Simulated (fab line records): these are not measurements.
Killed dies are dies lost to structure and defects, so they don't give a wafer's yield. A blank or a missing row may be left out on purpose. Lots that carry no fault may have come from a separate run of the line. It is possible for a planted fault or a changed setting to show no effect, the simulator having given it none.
What tool caused it? / flow rit_cmos / 39 wafers from 13 lots sampled at 2 of the route's 202 steps

== WHAT THE GAUGES SHOWED, per wafer ==
Not one reading of a measure or inspect step in the record can be checked against a usual standard deviation.

== WHAT TOOL EACH LOT RAN ON (gives the tool, then ch and the chambers of the sampled wafers, and finally the start) ==
lot=L289; RIT_NRETRO_SOFTBAKE_02=litho_track-01 ch 0, day 2 11:25; RIT_M1_PROBE_99=-
lot=L288; RIT_NRETRO_SOFTBAKE_02=litho_track-04 ch 0, day 2 11:56; RIT_M1_PROBE_99=prober-01, day 3 21:36
lot=L290; RIT_NRETRO_SOFTBAKE_02=litho_track-01 ch 0, day 2 17:04; RIT_M1_PROBE_99=prober-01, day 4 02:01
lot=L297; RIT_NRETRO_SOFTBAKE_02=litho_track-02 ch 0, day 4 08:49; RIT_M1_PROBE_99=prober-02, day 5 21:09
lot=L300; RIT_NRETRO_SOFTBAKE_02=litho_track-02 ch 0, day 4 21:18; RIT_M1_PROBE_99=-
lot=L303; RIT_NRETRO_SOFTBAKE_02=litho_track-01 ch 0, day 5 12:36; RIT_M1_PROBE_99=-
lot=L304; RIT_NRETRO_SOFTBAKE_02=litho_track-04 ch 0, day 5 17:41; RIT_M1_PROBE_99=-
lot=L306; RIT_NRETRO_SOFTBAKE_02=litho_track-01 ch 0, day 6 04:38; RIT_M1_PROBE_99=prober-01, day 7 11:40
lot=L307; RIT_NRETRO_SOFTBAKE_02=litho_track-01 ch 0, day 6 07:32; RIT_M1_PROBE_99=-
lot=L308; RIT_NRETRO_SOFTBAKE_02=litho_track-04 ch 0, day 6 14:00; RIT_M1_PROBE_99=prober-01, day 7 19:29
lot=L309; RIT_NRETRO_SOFTBAKE_02=litho_track-04 ch 0, day 6 19:23; RIT_M1_PROBE_99=prober-02, day 8 01:13
lot=L310; RIT_NRETRO_SOFTBAKE_02=litho_track-01 ch 0, day 6 19:36; RIT_M1_PROBE_99=prober-01, day 8 03:59
lot=L311; RIT_NRETRO_SOFTBAKE_02=litho_track-04 ch 0, day 7 00:34; RIT_M1_PROBE_99=-
- RIT_NRETRO_SOFTBAKE_02: time 60 s.
- RIT_M1_PROBE_99

== WHAT THE TOOLS THEMSELVES READ (means of the sampled wafers that have a number; where no wafer has one, the mark that the record gives instead) ==
RIT_NRETRO_SOFTBAKE_02. Usual: heater_power_total_W 34.56 W, standard deviation 0.047; plate_temp_C 90.01 C, standard deviation 0.12.
lot=L289; tool=litho_track-01; heater_power_total_W (W)=34.55; plate_temp_C (C)=89.95; flag=
lot=L288; tool=litho_track-04; heater_power_total_W (W)=34.58; plate_temp_C (C)=89.80; flag=
lot=L290; tool=litho_track-01; heater_power_total_W (W)=34.56; plate_temp_C (C)=90.16; flag=
lot=L297; tool=litho_track-02; heater_power_total_W (W)=32.31; plate_temp_C (C)=85.80; flag=OFF
lot=L300; tool=litho_track-02; heater_power_total_W (W)=32.30; plate_temp_C (C)=85.77; flag=OFF
lot=L303; tool=litho_track-01; heater_power_total_W (W)=34.60; plate_temp_C (C)=89.97; flag=
lot=L304; tool=litho_track-04; heater_power_total_W (W)=34.54; plate_temp_C (C)=89.90; flag=
lot=L306; tool=litho_track-01; heater_power_total_W (W)=34.60; plate_temp_C (C)=90.09; flag=
lot=L307; tool=litho_track-01; heater_power_total_W (W)=34.54; plate_temp_C (C)=89.94; flag=
lot=L308; tool=litho_track-04; heater_power_total_W (W)=34.54; plate_temp_C (C)=90.04; flag=
lot=L309; tool=litho_track-04; heater_power_total_W (W)=34.54; plate_temp_C (C)=89.95; flag=
lot=L310; tool=litho_track-01; heater_power_total_W (W)=34.51; plate_temp_C (C)=89.89; flag=
lot=L311; tool=litho_track-04; heater_power_total_W (W)=34.51; plate_temp_C (C)=90.13; flag=

RIT_M1_PROBE_99. Usual: killed_at_M0_to_M3 0.0, standard deviation 0.2; killed_at_contacts 0.0, standard deviation 0.2; killed_at_front_end 6.8, standard deviation 2.9; killed_dies 6.8, standard deviation 2.9; killed_open 3.3, standard deviation 1.9; killed_short 3.5, standard deviation 2.
lot=L288 tool=prober-01 killed_at_M0_to_M3=0.0 killed_at_contacts=0.0 killed_at_front_end=6.0 killed_dies=6.0 killed_open=1.7 killed_short=4.3 flag=
lot=L290 tool=prober-01 killed_at_M0_to_M3=0.0 killed_at_contacts=0.0 killed_at_front_end=7.3 killed_dies=7.3 killed_open=3.3 killed_short=4.0 flag=
lot=L297 tool=prober-02 killed_at_M0_to_M3=0.3 killed_at_contacts=0.0 killed_at_front_end=7.3 killed_dies=7.7 killed_open=3.3 killed_short=4.3 flag=
lot=L306 tool=prober-01 killed_at_M0_to_M3=0.3 killed_at_contacts=0.0 killed_at_front_end=4.7 killed_dies=5.0 killed_open=3.0 killed_short=2.0 flag=
lot=L308 tool=prober-01 killed_at_M0_to_M3=0.0 killed_at_contacts=0.0 killed_at_front_end=7.7 killed_dies=7.7 killed_open=4.3 killed_short=3.3 flag=
lot=L309 tool=prober-02 killed_at_M0_to_M3=0.0 killed_at_contacts=0.3 killed_at_front_end=8.0 killed_dies=8.3 killed_open=4.0 killed_short=4.3 flag=
lot=L310 tool=prober-01 killed_at_M0_to_M3=0.3 killed_at_contacts=0.0 killed_at_front_end=5.0 killed_dies=5.3 killed_open=2.3 killed_short=3.0 flag=

== THE ANSWER, worked out from the rows above alone ==
Rule: take the mean of a lot's wafers that have a number; if it is more than 3 standard deviations from the usual mean, the lot is off. Also off: a lot with no number at a reading for which 4 or more lots have one. Where the step has rows for the other lots, those lots are counted as sound. The gauges are gone through in route order, then the tools' own readings, and for those a lot's mean is taken as printed above. At the first step where some lot is off, the reading lying furthest off is the one used; lots without a number count as furthest.
Off, at RIT_NRETRO_SOFTBAKE_02 on heater_power_total_W: L297, L300.
If a tool, at that step or one of the process steps before it, ran each lot that is off and ran no sound lot following the first of them, it fits. One fits: litho_track-02 at RIT_NRETRO_SOFTBAKE_02. It ran no sound lot before its first lot that is off in this sample, so the start can't be narrowed down.
The tool's own readings at RIT_NRETRO_SOFTBAKE_02 bear it out: on the lots that are off they differ by more than 5 times the standard deviation of the sound lots' means. heater_power_total_W reads 32.30 W there against 34.55 W on the sound lots; plate_temp_C reads 85.78 C there against 89.98 C on the sound lots.

== WHAT THE SIMULATOR HAD INSERTED ==
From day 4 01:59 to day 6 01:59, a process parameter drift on litho_track-02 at RIT_NRETRO_SOFTBAKE_02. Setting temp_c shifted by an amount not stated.
Lots struck among those shown: L297, L300. Same finding as the rule above.
